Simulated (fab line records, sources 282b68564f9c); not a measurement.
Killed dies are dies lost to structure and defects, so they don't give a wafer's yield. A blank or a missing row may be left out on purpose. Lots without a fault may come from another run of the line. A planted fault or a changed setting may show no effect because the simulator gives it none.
A struck lot beside a sound one | flow rit_cmos | 20 steps out of a route of 202
Sound: wafers L569.1, L569.4, L569.5. Struck: wafers L573.2, L573.4, L573.6. The cause comes at the end.
At each step with rows: each side's tool, then ch and its chambers, then its first start. Under that, the readings that differ: sound wafers | struck wafers | difference of the means | sigmas: that difference in standard deviations of wafers without a fault.
alike: readings whose means differ by less than 2 such deviations, and words and numbers that are the same on both sides. not compared: withheld readings, readings that some wafer has no value for, bounds like >300 that may hide the same value, and numbers for which the record gives no deviation and whose values overlap.
The two part at a step that has a row with sigmas, a row that says differs or no value, or rows on one side only. Numbers that don't overlap but have no deviation are shown without sigmas and don't part them. A reading that every wafer of one side lacks parts them only if that side has two wafers or more.

first, 2 steps without rows for these wafers: RIT_NSD_HARDBAKE_07 (time 60 s); RIT_NSD_IMPLANT_08.
RIT_NSD_STRIP_09: strips in O2, time 180 s.
  sound on plasma_asher-01 ch 0,1, day 3 11:47; struck on plasma_asher-02 ch 0,1, day 4 05:50
  alike: drypump_motor_current_A
  not compared: rf_hours_counter_h
RIT_NSD_TW_MEAS_10:
  sound on film_metro-02, day 3 11:58; struck on film_metro-01, day 4 06:02
  alike: NSD_TW
then, 6 steps without rows for these wafers: RIT_PSD_HMDS_00 (prime time 60 s); RIT_PSD_COAT_01 (resist thk 1000 nm); RIT_PSD_SOFTBAKE_02 (time 60 s); RIT_PSD_EXPOSE_03 (exposes mask M10, target cd 40900 nm); RIT_PSD_PEB_04; RIT_PSD_DEVELOP_05 (develop time 50 s).
RIT_PSD_OVL_MEAS_06:
  sound on overlay-01, day 3 13:11; struck on overlay-01, day 4 06:56
  alike: PSD_OVL
then, 1 step without rows for these wafers: RIT_PSD_HARDBAKE_07 (time 60 s).
RIT_PSD_IMPLANT_08:
  sound on implanter-03 ch 0, day 3 13:22; struck on implanter-03 ch 0, day 4 07:08
  reading                   | sound             | struck            | difference | sigmas
  implant_ion_amu           | 49 49 49          | 11 11 11          | -38        |
  model.implant.rp_nm (nm)  | 21.41 21.41 21.41 | 90.85 90.85 90.85 | +69.44     |
  model.implant.drp_nm (nm) | 12.05 12.05 12.05 | 38.9 38.9 38.9    | +26.8      |
RIT_PSD_STRIP_09: strips in O2, time 180 s.
  sound on plasma_asher-03 ch 0,1, day 3 13:31; struck on plasma_asher-04 ch 0,1, day 4 07:16
  alike: drypump_motor_current_A
  not compared: rf_hours_counter_h
RIT_PSD_TW_MEAS_10:
  sound on film_metro-03, day 3 13:42; struck on film_metro-01, day 4 07:40
  reading | sound          | struck         | difference | sigmas
  PSD_TW  | 3444 3444 3417 | 2950 2928 2927 | -500       | -24
  not compared: hold
then, 2 steps without rows for these wafers: RIT_SDANNEAL_CLEAN_01 (cleans in dHF, time 30 s); RIT_SDANNEAL_CLEAN_02 (cleans in SC2, time 600 s).
RIT_SDANNEAL_RTA_03: time 5 s.
  sound on rtp_anneal-02 ch 0, day 3 14:08; struck on rtp_anneal-02 ch 0, day 4 10:59
  alike: anneal_temp_c_max, wafer_temp_C_max
RIT_SDANNEAL_RS_MEAS_04: measures by four-point-probe.
  sound on film_metro-02, day 3 14:12; struck on film_metro-03, day 4 11:21
  reading         | sound                | struck            | difference | sigmas
  PSD_RS (ohm/sq) | 116.00 115.67 115.95 | 45.05 45.01 45.07 | -70.83     | -99 or more
  not compared: hold
RIT_M1_PROBE_99:
  the record has rows for the sound wafers here (prober-02, day 4 00:51) and none for the struck ones

WHERE THEY PART
First at RIT_PSD_TW_MEAS_10; last, within this record, at RIT_M1_PROBE_99.

WHY: what the simulator had put in
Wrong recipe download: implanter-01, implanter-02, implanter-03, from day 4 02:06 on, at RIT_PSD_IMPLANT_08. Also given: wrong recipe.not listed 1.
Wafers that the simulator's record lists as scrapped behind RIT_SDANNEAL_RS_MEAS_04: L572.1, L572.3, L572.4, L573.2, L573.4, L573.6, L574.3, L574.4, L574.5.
